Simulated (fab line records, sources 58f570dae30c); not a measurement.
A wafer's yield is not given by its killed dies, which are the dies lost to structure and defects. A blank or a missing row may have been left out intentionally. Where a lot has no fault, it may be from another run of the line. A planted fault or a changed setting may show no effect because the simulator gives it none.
Shared-tool check / flow berkeleyCmos170 / 48 wafers sampled across 14 lots

WHY IT WAS OPENED
2 of 14 lots carry a flag on the reading NWELL_TW at UCB170_NWELL_TW_MEAS_16. Wafers without a fault read 1256, standard deviation 17.
Rule: a lot is flagged when every wafer of it that has a number lies more than 4 standard deviations from that mean, or none has a number. The other lots count as sound.

lot=L623; measured=day 2 14:11; on=filmMetro-03; NWELL_TW, wafer by wafer=1264 1264 1260; flag=
lot=L626; measured=day 3 05:43; on=filmMetro-03; NWELL_TW, wafer by wafer=1273 1275 1278; flag=
lot=L629; measured=day 4 00:41; on=filmMetro-03; NWELL_TW, wafer by wafer=1265 1262 1265; flag=
lot=L630; measured=day 4 08:47; on=filmMetro-02; NWELL_TW, wafer by wafer=1264 1251 1262; flag=
lot=L631; measured=day 4 09:04; on=filmMetro-03; NWELL_TW, wafer by wafer=1262 1265 1266; flag=
lot=L632; measured=day 4 15:43; on=filmMetro-03; NWELL_TW, wafer by wafer=1268 1269 1269; flag=
lot=L633; measured=day 4 15:56; on=filmMetro-02; NWELL_TW, wafer by wafer=1261 1256 1259; flag=
lot=L634; measured=day 5 04:07; on=filmMetro-04; NWELL_TW, wafer by wafer=1225 1227 1232; flag=
lot=L635; measured=day 5 09:52; on=filmMetro-04; NWELL_TW, wafer by wafer=1227 1219 1220; flag=
lot=L636; measured=day 5 10:07; on=filmMetro-03; NWELL_TW, wafer by wafer=2129 2123 2118 2123 2125 2112; flag=FLAGGED
lot=L639; measured=day 5 23:52; on=filmMetro-02; NWELL_TW, wafer by wafer=1264 1256 1261; flag=
lot=L638; measured=day 5 23:58; on=filmMetro-03; NWELL_TW, wafer by wafer=2133 2141 2137 2138 2138 2129; flag=FLAGGED
lot=L643; measured=day 7 00:47; on=filmMetro-04; NWELL_TW, wafer by wafer=1239 1239 1235; flag=
lot=L644; measured=day 7 01:07; on=filmMetro-03; NWELL_TW, wafer by wafer=1270 1276 1279; flag=
The numbers of the flagged lots are 2129 on average: +873 against the usual, or +51 standard deviations.

EACH LOT AND THE TOOL IT RAN ON
The record holds 1 process step before the reading, out of a route of 331 steps. In each cell: the tool, then ch and the chambers that the sampled wafers went through, then the start.
lot=L623; flag=; UCB170_NWELL_IMPLANT_14=implanter-03 ch 0, day 2 13:56
lot=L626; flag=; UCB170_NWELL_IMPLANT_14=implanter-01 ch 0, day 3 05:29
lot=L629; flag=; UCB170_NWELL_IMPLANT_14=implanter-03 ch 0, day 4 00:28
lot=L630; flag=; UCB170_NWELL_IMPLANT_14=implanter-04 ch 0, day 4 08:34
lot=L631; flag=; UCB170_NWELL_IMPLANT_14=implanter-04 ch 0, day 4 08:49
lot=L632; flag=; UCB170_NWELL_IMPLANT_14=implanter-01 ch 0, day 4 15:30
lot=L633; flag=; UCB170_NWELL_IMPLANT_14=implanter-03 ch 0, day 4 15:41
lot=L634; flag=; UCB170_NWELL_IMPLANT_14=implanter-01 ch 0, day 5 03:52
lot=L635; flag=; UCB170_NWELL_IMPLANT_14=implanter-03 ch 0, day 5 09:38
lot=L636; flag=FLAGGED; UCB170_NWELL_IMPLANT_14=implanter-01 ch 0, day 5 09:55
lot=L639; flag=; UCB170_NWELL_IMPLANT_14=implanter-04 ch 0, day 5 23:38
lot=L638; flag=FLAGGED; UCB170_NWELL_IMPLANT_14=implanter-01 ch 0, day 5 23:43
lot=L643; flag=; UCB170_NWELL_IMPLANT_14=implanter-04 ch 0, day 7 00:32
lot=L644; flag=; UCB170_NWELL_IMPLANT_14=implanter-03 ch 0, day 7 00:49
These steps, and what they do:
- UCB170_NWELL_IMPLANT_14
- UCB170_NWELL_TW_MEAS_16

FLAGGED AGAINST TOTAL, ONE TOOL AT A TIME (gauges that did the reading follow at the end)
step=UCB170_NWELL_IMPLANT_14; tool=implanter-01; lots run=5; flagged=2; share of the flagged lots=all; sound lots run after its first flagged lot=0
step=UCB170_NWELL_IMPLANT_14; tool=implanter-03; lots run=5; flagged=0; share of the flagged lots=none; sound lots run after its first flagged lot=-
step=UCB170_NWELL_IMPLANT_14; tool=implanter-04; lots run=4; flagged=0; share of the flagged lots=none; sound lots run after its first flagged lot=-
step=UCB170_NWELL_TW_MEAS_16; tool=filmMetro-02; lots run=3; flagged=0; share of the flagged lots=none; sound lots run after its first flagged lot=-
step=UCB170_NWELL_TW_MEAS_16; tool=filmMetro-03; lots run=8; flagged=2; share of the flagged lots=all; sound lots run after its first flagged lot=1 (L644)
step=UCB170_NWELL_TW_MEAS_16; tool=filmMetro-04; lots run=3; flagged=0; share of the flagged lots=none; sound lots run after its first flagged lot=-

WHAT THE TABLE ALLOWS
2 rows of the table ran every flagged lot: implanter-01 at UCB170_NWELL_IMPLANT_14, filmMetro-03 at UCB170_NWELL_TW_MEAS_16.
- implanter-01 at UCB170_NWELL_IMPLANT_14: 2 of its 5 lots flagged. A fault beginning between L634 (day 5 03:52), its last sound lot, and L636 (day 5 09:55), its first flagged one, fits the data. Its own readings lie more than 4 standard deviations out on every wafer of the flagged lots: doseIonsCm2, faradayCurrentUA.
- filmMetro-03 at UCB170_NWELL_TW_MEAS_16: 2 of its 8 lots flagged. Lots that were sound ran on it after the first flagged one (L644); a persistent fault on the entire tool would not allow that.
implanter-01 at UCB170_NWELL_IMPLANT_14 is the single tool remaining.

WHAT THE SIMULATOR HAD PUT IN
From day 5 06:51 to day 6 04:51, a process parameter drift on implanter-01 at UCB170_NWELL_IMPLANT_14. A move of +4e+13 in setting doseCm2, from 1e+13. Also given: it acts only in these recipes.
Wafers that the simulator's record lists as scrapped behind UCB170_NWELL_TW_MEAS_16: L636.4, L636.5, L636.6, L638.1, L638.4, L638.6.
Shown lots that were struck: L636, L638. The rule given above showed the same thing.
